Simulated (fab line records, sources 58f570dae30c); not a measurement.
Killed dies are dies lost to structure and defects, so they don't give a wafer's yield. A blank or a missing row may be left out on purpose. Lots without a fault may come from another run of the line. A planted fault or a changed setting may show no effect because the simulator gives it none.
Which tool did it? | flow berkeley_cmos170 | 15 lots, 45 wafers sampled, at 2 steps of a route of 331

WHAT THE GAUGES READ, wafer by wafer
UCB170_NWELL_THK_MEAS_02.
lot  | measured    | on            | NWELL_OXIDE_THK (nm)
L931 | day 2 03:28 | film_metro-03 | 27.2 27.3 27.4
L932 | day 2 08:26 | film_metro-04 | 27.0 26.4 26.9
L933 | day 2 15:17 | film_metro-01 | 26.5 26.4 26.8
L934 | day 2 20:24 | film_metro-01 | 27.3 27.4 27.1
L936 | day 3 05:10 | film_metro-03 | 26.5 26.8 26.1
L935 | day 3 05:10 | film_metro-01 | 26.0 26.0 25.7
L937 | day 3 12:32 | film_metro-04 | 26.6 26.3 26.8
L938 | day 3 16:27 | film_metro-01 | 26.2 25.8 25.9
L939 | day 3 19:08 | film_metro-04 | 26.6 25.9 26.0
L940 | day 4 01:52 | film_metro-01 | 27.5 27.5 27.7
L942 | day 4 10:13 | film_metro-03 | 25.6 25.8 25.9
L944 | day 4 22:45 | film_metro-04 | 26.3 26.5 26.0
L945 | day 5 05:08 | film_metro-01 | 26.0 25.6 25.8
L946 | day 5 05:09 | film_metro-04 | 26.5 26.1 26.4
L953 | day 6 16:02 | film_metro-01 | 26.3 26.9 26.3

UCB170_PWELL_OVL_MEAS_13.
lot  | measured    | on         | PWELL_OVL (nm)
L931 | day 3 07:12 | overlay-01 | 0 -6 -3
L932 | day 3 08:43 | overlay-01 | 9 9 7
L933 | day 3 16:40 | overlay-01 | -1 -6 -3
L934 | day 3 20:18 | overlay-02 | -4 -6 -10
L936 | day 4 01:17 | overlay-01 | -7 -6 -4
L935 | day 4 01:32 | overlay-02 | -5 1 3
L937 | day 4 15:56 | overlay-01 | -2 2 3
L938 | day 4 15:55 | overlay-02 | -9 -20 -9
L939 | day 4 16:13 | overlay-02 | -4 -2 -3
L940 | day 5 03:19 | overlay-02 | 9 1 3
L942 | day 5 10:04 | overlay-02 | -2 5 -2
L944 | day 6 00:38 | overlay-01 | -8 -8 -16
L945 | day 6 09:50 | overlay-01 | -5 0 -1
L946 | day 6 01:04 | overlay-01 | 9 -2 4
L953 | day 7 15:11 | overlay-02 | -5 -1 -6

WHICH TOOL RAN EACH LOT (tool, then ch and the chambers of the sampled wafers, then the start)
The record holds no process step before these readings.

WHAT THE TOOLS THEMSELVES READ (means of the sampled wafers that have a number; where no wafer has one, the mark that the record gives instead)
The record holds no such reading with a usual standard deviation.

THE ANSWER, worked out from the rows above alone
Rule: what is usual is taken from the lots themselves. Put in order of their means at a reading, lots are off if they are a third of the lots or fewer, leave a main group of 4 or more, and stand apart from it by a gap of 3 or more times the standard deviation of the main group's means; of several such gaps the widest counts. A main group whose means are all the same, to the digits that the tables above print for the reading, isn't used. A lot without any number at a reading at which 4 lots or more have one is off too. The other lots that the step has rows for count as sound. The gauges are gone through in route order, then the tools' own readings, and for those a lot's mean is taken as printed above. The first step at which some lot is off is used, and at that step the reading that is off furthest; a lot without a number counts as furthest.
No lot is off at any reading shown: from this, nothing can be told.

WHAT THE SIMULATOR HAD PUT IN
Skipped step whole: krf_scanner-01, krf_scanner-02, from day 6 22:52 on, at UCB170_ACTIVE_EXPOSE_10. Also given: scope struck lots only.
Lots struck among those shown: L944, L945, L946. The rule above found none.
